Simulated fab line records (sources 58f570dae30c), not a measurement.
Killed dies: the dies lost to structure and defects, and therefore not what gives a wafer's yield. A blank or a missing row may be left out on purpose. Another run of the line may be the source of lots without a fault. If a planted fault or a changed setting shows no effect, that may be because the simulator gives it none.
Check of tool commonality ; flow berkeley_cmos170 ; Sample size 14 lots and 41 wafers

== WHY THIS WAS OPENED ==
UCB170_V1_THK_MEAS_01, reading V1_TEOS_THK: flagged on 2 of 14 lots. Fault-free wafers read 2005 nm, with a standard deviation of 26.
Rule: a lot is flagged in two cases, either no wafer of it has a number, or all its wafers with numbers fall more than 4 standard deviations from that mean. The rest of the lots are taken to be sound.

lot;measured;on;V1_TEOS_THK (nm), wafer by wafer;flag
L292;day 8 19:56;film_metro-01;1994 2044 2026;
L290;day 8 22:35;film_metro-01;1961 1989 2008;
L291;day 8 22:36;film_metro-04;2010 2029 2015;
L294;day 8 23:55;film_metro-03;1991 1981 2021;
L293;day 9 01:16;film_metro-03;2216 2247;FLAGGED
L296;day 9 21:07;film_metro-03;1996 1995 2027;
L295;day 9 22:31;film_metro-01;2178 2224 2224;FLAGGED
L303;day 11 03:32;film_metro-03;2003 1989 2057;
L304;day 11 03:32;film_metro-04;1988 1989 2023;
L306;day 12 04:17;film_metro-04;1989 2032 2039;
L309;day 12 05:36;film_metro-04;1995 1987 2005;
L308;day 12 06:56;film_metro-03;1972 1967 1980;
L307;day 12 06:58;film_metro-04;2026 2008 2028;
L312;day 13 00:10;film_metro-01;1960 1988 1982;
Average over the flagged lots: 2218 nm; offset from the usual +213 nm, equal to +8 standard deviations.

== LOT BY LOT: THE TOOL USED ==
3 process steps preceding the reading are held in the record, out of 331 steps in the route. In each cell: the tool, then ch and the chambers that the sampled wafers went through, then the start.
lot;flag;UCB170_NSD_STRIP_09;UCB170_SDANNEAL_RTA_00;UCB170_V1_CVD_00
L292;;plasma_asher-02 ch 0,1, day 8 08:25;rtp_anneal-01 ch 0, day 8 10:43;pecvd-04 ch 0,2, day 8 19:46
L290;;plasma_asher-04 ch 0,1, day 8 08:40;rtp_anneal-01 ch 0, day 8 10:49;pecvd-03 ch 0,1,2, day 8 22:26
L291;;plasma_asher-02 ch 0,1, day 8 08:52;rtp_anneal-01 ch 0, day 8 10:57;pecvd-04 ch 0,1, day 8 22:26
L294;;plasma_asher-03 ch 0,1, day 8 12:58;rtp_anneal-01 ch 0, day 8 14:07;pecvd-02 ch 0,1, day 8 23:46
L293;FLAGGED;plasma_asher-03 ch 0,1, day 8 13:16;rtp_anneal-01 ch 0, day 8 14:30;pecvd-04 ch 0,1, day 9 01:06
L296;;plasma_asher-04 ch 0,1, day 9 07:38;rtp_anneal-01 ch 0, day 9 09:32;pecvd-02 ch 0,2, day 9 20:57
L295;FLAGGED;plasma_asher-03 ch 0,1, day 9 06:23;rtp_anneal-01 ch 0, day 9 08:47;pecvd-04 ch 0,2, day 9 22:17
L303;;plasma_asher-04 ch 0,1, day 10 13:48;rtp_anneal-01 ch 0, day 10 15:20;pecvd-03 ch 1,2, day 11 03:23
L304;;plasma_asher-04 ch 0,1, day 10 14:20;rtp_anneal-02 ch 0, day 10 15:52;pecvd-02 ch 0,2, day 11 03:23
L306;;plasma_asher-02 ch 0,1, day 11 16:31;rtp_anneal-02 ch 0, day 11 17:38;pecvd-04 ch 1,2, day 12 04:07
L309;;plasma_asher-03 ch 0,1, day 11 16:18;rtp_anneal-01 ch 0, day 11 17:37;pecvd-03 ch 1,2, day 12 05:27
L308;;plasma_asher-03 ch 0,1, day 11 16:51;rtp_anneal-02 ch 0, day 11 18:14;pecvd-04 ch 0,2, day 12 06:47
L307;;plasma_asher-03 ch 0,1, day 11 16:37;rtp_anneal-01 ch 0, day 11 18:01;pecvd-02 ch 0,1,2, day 12 06:52
L312;;plasma_asher-02 ch 0,1, day 12 09:05;rtp_anneal-01 ch 0, day 12 10:19;pecvd-04 ch 0,1,2, day 13 00:01
What the steps here do:
- UCB170_NSD_STRIP_09: strips in O2.
- UCB170_SDANNEAL_RTA_00: time 10 s.
- UCB170_V1_CVD_00: deposits SiO2 from TEOS/O2, target thk 2000 nm, time 250 s.
- UCB170_V1_THK_MEAS_01

== FLAGGED OVER TOTAL, TOOL BY TOOL (the gauges that took the reading come last) ==
step;tool;lots run;flagged;share of the flagged lots;sound lots run after its first flagged lot
UCB170_NSD_STRIP_09;plasma_asher-02;4;0;none;-
UCB170_NSD_STRIP_09;plasma_asher-03;6;2;all;3 (L309,L307,L308)
UCB170_NSD_STRIP_09;plasma_asher-04;4;0;none;-
UCB170_SDANNEAL_RTA_00;rtp_anneal-01;11;2;all;5 (L296,L303,L309,L307,L312)
UCB170_SDANNEAL_RTA_00;rtp_anneal-02;3;0;none;-
UCB170_V1_CVD_00;pecvd-02;4;0;none;-
UCB170_V1_CVD_00;pecvd-03;3;0;none;-
UCB170_V1_CVD_00;pecvd-04;7;2;all;3 (L306,L308,L312)
UCB170_V1_THK_MEAS_01;film_metro-01;4;1;some;1 (L312)
UCB170_V1_THK_MEAS_01;film_metro-03;5;1;some;3 (L296,L303,L308)
UCB170_V1_THK_MEAS_01;film_metro-04;5;0;none;-

== WHAT IS ALLOWED BY THE TABLE ==
plasma_asher-03 at UCB170_NSD_STRIP_09, rtp_anneal-01 at UCB170_SDANNEAL_RTA_00 and pecvd-04 at UCB170_V1_CVD_00: these 3 rows of the table ran every flagged lot.
- plasma_asher-03 at UCB170_NSD_STRIP_09: 2 of its 6 lots flagged. Lots that were sound ran on it after the first flagged one (L309, L307, L308); a persistent fault on the entire tool would not allow that.
- rtp_anneal-01 at UCB170_SDANNEAL_RTA_00: 2 of its 11 lots flagged. Lots that were sound ran on it after the first flagged one (L296, L303, L309, L307, L312); a persistent fault on the entire tool would not allow that.
- pecvd-04 at UCB170_V1_CVD_00: 2 of its 7 lots flagged. Lots that were sound ran on it after the first flagged one (L306, L308, L312); a persistent fault on the entire tool would not allow that. Its own readings (run_length_s) fall more than 4 standard deviations out on all wafers of the flagged lots.
There is no row in the table that ran each flagged lot and no sound lot after the first.

== WHAT WAS PUT IN BY THE SIMULATOR ==
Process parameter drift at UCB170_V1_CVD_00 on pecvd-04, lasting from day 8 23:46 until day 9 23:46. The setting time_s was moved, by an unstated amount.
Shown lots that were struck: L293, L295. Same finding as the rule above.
